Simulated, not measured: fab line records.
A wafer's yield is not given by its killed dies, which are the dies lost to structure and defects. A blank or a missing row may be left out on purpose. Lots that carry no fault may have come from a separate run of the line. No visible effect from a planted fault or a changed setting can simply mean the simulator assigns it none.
Which tool did it? / flow berkeley cmos170 / 6 lots, 18 wafers sampled, at 2 steps of a route of 331

== WHAT EACH GAUGE READ, for each wafer ==
UCB170_V2_BOW_MEAS_03.
lot=L670; measured=day 7 16:57; on=film metro-04; V2_BOW (um)=36 33 44
lot=L673; measured=day 8 09:22; on=film metro-01; V2_BOW (um)=41 43 36
lot=L674; measured=day 8 09:58; on=film metro-04; V2_BOW (um)=28 21 32
lot=L678; measured=day 9 10:02; on=film metro-03; V2_BOW (um)=30 30 34
lot=L677; measured=day 9 13:20; on=film metro-03; V2_BOW (um)=37 47 42
lot=L688; measured=day 11 18:48; on=film metro-04; V2_BOW (um)=37 38 13

== WHICH TOOL RAN EACH LOT (tool, then ch and the chambers of the sampled wafers, then the start) ==
lot=L670; UCB170_M2_STRIP_07=plasma asher-04 ch 1, day 7 14:23
lot=L673; UCB170_M2_STRIP_07=plasma asher-01 ch 0,1, day 8 06:46
lot=L674; UCB170_M2_STRIP_07=plasma asher-02 ch 0,1, day 8 07:13
lot=L678; UCB170_M2_STRIP_07=plasma asher-02 ch 0,1, day 9 07:32
lot=L677; UCB170_M2_STRIP_07=plasma asher-01 ch 0,1, day 9 10:28
lot=L688; UCB170_M2_STRIP_07=plasma asher-02 ch 0,1, day 11 15:46
- UCB170_M2_STRIP_07: strips in O2.

== THE ANSWER, worked out from the rows above alone ==
Rule: what is usual is taken from the lots themselves. The widest of any qualifying gaps counts: lots, ordered by their means at a reading, are off when they make up no more than a third of the lots, leave a main group of 4 or more, and stand apart from it by 3 or more times the standard deviation of that group's means. Not used: any main group whose means are identical at the precision the tables above print for the reading. Also off: a lot with no number at a reading for which 4 or more lots have one. The other lots that the step has rows for count as sound.
None of the lots is off at any reading shown; this tells nothing.

== WHAT THE SIMULATOR HAD PUT IN ==
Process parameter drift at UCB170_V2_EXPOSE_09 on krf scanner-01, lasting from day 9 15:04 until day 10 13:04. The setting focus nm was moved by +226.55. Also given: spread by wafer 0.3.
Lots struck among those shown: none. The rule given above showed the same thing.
